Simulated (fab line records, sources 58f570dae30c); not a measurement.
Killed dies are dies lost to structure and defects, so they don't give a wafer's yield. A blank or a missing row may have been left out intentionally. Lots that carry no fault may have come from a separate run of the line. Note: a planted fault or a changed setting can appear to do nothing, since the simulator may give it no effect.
Problem report, 8D (eight disciplines) form, completed by code	flow berkeley-cmos170	the parts of the form that need people (team, actions taken, sign-off) are left out

== 1. THE PROBLEM ==
Wafers with no fault read 491 W with a standard deviation of 3.2, whereas rf-fwd-power-W at UCB170_ZERO_ETCH_06 reads a mean of 415 W on 1 wafer of 1 lot. Measured from the usual mean, that is -24 standard deviations.
The step: etches SiO2 in CHF3/CF4/Ar, time 12 s.
First observed at day 5 12:54: wafer L569.4, on rie-diel-01. The record has a number at this step for 39 wafers belonging to 13 lots. Rule for "out", or "out of limits": more than 4 standard deviations from the usual mean. All remaining wafers that have a number are taken as sound.

== 2. WHAT IT IS AND WHAT IT IS NOT ==
question	is	is not
which readings at this step	rf-fwd-power-W	drypump-motor-current-A, oes-product-au, throttle-valve-pct
which lots	L569	L553, L554, L555, L556, L559, L560, L562, L563, L571, L573, L574, L576
which wafers of those lots	L569.4	L569.5, L569.6
read on which tools	rie-diel-01	rie-diel-02, rie-diel-03
when	from day 5 12:54	up to then (26 sound wafers); but 12 sound wafers of L571, L573, L574, L576 came after

== 3. WHAT RULES OUT EACH SUSPECT ==
Counting: if a tool at a process step up to the reading ran every lot that is out, it stays a suspect. Sound lots after the first of them don't rule it out here, since some wafers of a struck lot are sound.
- rie-diel-01 at UCB170_ZERO_ETCH_06 (etches SiO2 in CHF3/CF4/Ar, time 12 s): kept. The lot that is out, L569, ran on it at day 5 12:54; the last sound lot it ran before that was L563, at day 4 00:10. Its own rf-fwd-power-W readings are out on those wafers.
- In rie-diel-01 at UCB170_ZERO_ETCH_06, the wafers that are out were processed in chamber 0 and their sound lot-mates in chambers 1, 2.
The count leaves rie-diel-01 at UCB170_ZERO_ETCH_06.

== 4. THE CAUSE (what the simulator had put in) ==
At UCB170_ZERO_ETCH_06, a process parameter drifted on rie-diel-01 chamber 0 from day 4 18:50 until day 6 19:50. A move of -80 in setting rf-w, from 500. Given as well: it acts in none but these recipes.
The count eliminated every tool but this one.

== 5. THE EFFECT CHAIN, in route order ==
Rows list readings where the struck wafers' mean (over those with a number) sits beyond 3 standard deviations from the usual. Scope: only readings with a usual standard deviation given in the record; hours: median across lots of the time from each lot's start at the first step in this table that gives one to its start at this step; sigmas: change in usual standard deviations.
hours	step	reading	usual	on struck wafers	change	sigmas
0	UCB170_ZERO_ETCH_06	rf-fwd-power-W	491 W	415	-76	-24
Process steps it contains:
- UCB170_ZERO_ETCH_06: etches SiO2 in CHF3/CF4/Ar, time 12 s.
Later measuring or inspecting steps at which every struck wafer that the step has a row for has a number for every such reading, and none has moved that far: UCB170_ACTIVE_CD_MEAS_90.

== 6. HOW IT WOULD HAVE BEEN CAUGHT EARLIER ==
In this record the first reading out of limits was taken at day 5 12:54, 18 hours after the fault began at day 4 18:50.
